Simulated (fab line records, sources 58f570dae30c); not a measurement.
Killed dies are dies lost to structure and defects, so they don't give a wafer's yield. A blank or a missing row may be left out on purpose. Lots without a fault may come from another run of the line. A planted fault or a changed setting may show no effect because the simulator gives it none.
Split-lot experiment | flow berkeley_cmos170 | 5 lots, 27 wafers read, on a route of 331 steps

THE SPLIT
At UCB170_CONTACT_ETCH_18 (etches PSG in CHF3/CF4/Ar, stops on TiSi2, target depth 840 nm, time 195 s), the setting time_s was moved away from the recipe's 195 s on 12 of the 27 wafers read, by -45.4% to +56.8%. The other wafers ran this setting at the recipe's value.

FROM THE SPLIT TO THE READING: what the file shows between them, 1 step
- UCB170_CONTACT_STRIP_19: strips in O2

THE READING
cd_nm, in nm, at UCB170_CONTACT_CD_MEAS_90 (target cd 700 nm). Fault-free wafers of this fab line usually give 700.4 nm, standard deviation 1.3 nm.

wafer  | tool, chamber at the split | time_s as run, s | against the recipe | cd_nm, nm | against lot-mates on the recipe
L075.1 | rie_diel-01, 0             | 195              | recipe             | 700.8     | -
L075.2 | rie_diel-01, 1             | 292.9            | +50.2%             | 704.7     | +3.6
L075.3 | rie_diel-01, 2             | 195              | recipe             | 702.0     | -
L075.4 | rie_diel-01, 0             | 292.9            | +50.2%             | 705.1     | +4.0
L075.5 | rie_diel-01, 2             | 292.9            | +50.2%             | 705.9     | +4.8
L075.6 | rie_diel-01, 1             | 195              | recipe             | 700.6     | -
L077.1 | rie_diel-02, 3             | 195              | recipe             | 701.7     | -
L077.2 | rie_diel-02, 2             | 106.4            | -45.4%             | 697.8     | -4.1
L077.3 | rie_diel-02, 1             | 195              | recipe             | 702.2     | -
L077.4 | rie_diel-02, 0             | 195              | recipe             | 701.7     | -
L077.5 | rie_diel-02, 0             | 106.4            | -45.4%             | 698.6     | -3.3
L077.6 | rie_diel-02, 1             | 106.4            | -45.4%             | 696.8     | -5.1
L081.1 | rie_diel-01, 0             | 195              | recipe             | 702.1     | -
L081.2 | rie_diel-01, 1             | 305.8            | +56.8%             | 703.9     | +2.1
L081.3 | rie_diel-01, 3             | 305.8            | +56.8%             | 705.6     | +3.8
L081.4 | rie_diel-01, 2             | 305.8            | +56.8%             | 706.6     | +4.8
L081.5 | rie_diel-01, 3             | 195              | recipe             | 701.4     | -
L081.6 | rie_diel-01, 2             | 195              | recipe             | 701.8     | -
L083.1 | rie_diel-02, 0             | 239.1            | +22.6%             | 700.9     | +1.1
L083.2 | rie_diel-02, 3             | 195              | recipe             | 699.0     | -
L083.3 | rie_diel-02, 2             | 239.1            | +22.6%             | 701.8     | +2.0
L083.4 | rie_diel-02, 1             | 195              | recipe             | 698.7     | -
L083.5 | rie_diel-02, 0             | 195              | recipe             | 701.8     | -
L083.6 | rie_diel-02, 1             | 239.1            | +22.6%             | 701.7     | +1.9
L085.2 | rie_diel-01, 0             | 195              | recipe             | 700.5     | -
L085.3 | rie_diel-01, 1             | 195              | recipe             | 703.6     | -
L085.4 | rie_diel-01, 2             | 195              | recipe             | 701.3     | -

THE FIT
A straight line over all 27 wafers: cd_nm changes by +0.0733 nm for each +1% of time_s; r = +0.88; the points scatter about the line by 1.2 nm.
The same after taking each lot's own level away (the mean of its wafers on the recipe; 27 wafers): +0.0778 nm for each +1%; r = +0.93; scatter 0.93 nm.
On that fit, the largest move of time_s shifts the reading by 4.4 nm.
The lots' own levels span 699.83 to 701.87 nm, that is 1.6 times the standard deviation above.
So the lot-to-lot level changes the slope little: the two slopes agree.
Check: with one of the wafers moved furthest among these (+56.8%) left out of the fit, the line predicts +4.61 nm for it against its lot-mates. It came out at +2.13 nm against them.

OTHER SPLITS ON THESE WAFERS
These wafers also went through other splits before the reading. Each is held against what the fit with the lots' levels taken away leaves over:
other split on the same wafers     | wafers away from the commonest value | r with cd_nm (lot level and that fit taken away)
UCB170_ZERO_ETCH_06 target_depth_a | 9                                    | +0.27
UCB170_GATE_ETCH_15 time_s         | 9                                    | -0.09

THE WHOLE CHAIN: every reading that the file lists as answering this split, in the file's order
step                      | what it does                                                               | reading                                                                        | change (the file's fit)                                                              | r (the file's)
UCB170_CONTACT_ETCH_18    | etches PSG in CHF3/CF4/Ar, stops on TiSi2, target depth 840 nm, time 195 s | CONTACT.feature_depth_nm (the simulator's own value, which no gauge read)      | not straight: 459.1 at the lowest setting, 692.2 at the recipe, 689.7 at the highest | not given
UCB170_CONTACT_ETCH_18    | etches PSG in CHF3/CF4/Ar, stops on TiSi2, target depth 840 nm, time 195 s | etch.depth_nm (the simulator's own value, which no gauge read)                 | not straight: 459.1 at the lowest setting, 692.2 at the recipe, 689.7 at the highest | not given
UCB170_CONTACT_ETCH_18    | etches PSG in CHF3/CF4/Ar, stops on TiSi2, target depth 840 nm, time 195 s | KrF_of_CONTACT_COAT_10.thk_nm (the simulator's own value, which no gauge read) | -1.96 nm for each +1% of the setting                                                 | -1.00
UCB170_CONTACT_CD_MEAS_90 | target cd 700 nm                                                           | cd_nm                                                                          | +0.0764 nm for each +1% of the setting                                               | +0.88

THE FILE'S OWN FIT
cd_nm changes by +0.0764 nm for each +1% of time_s, r = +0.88.
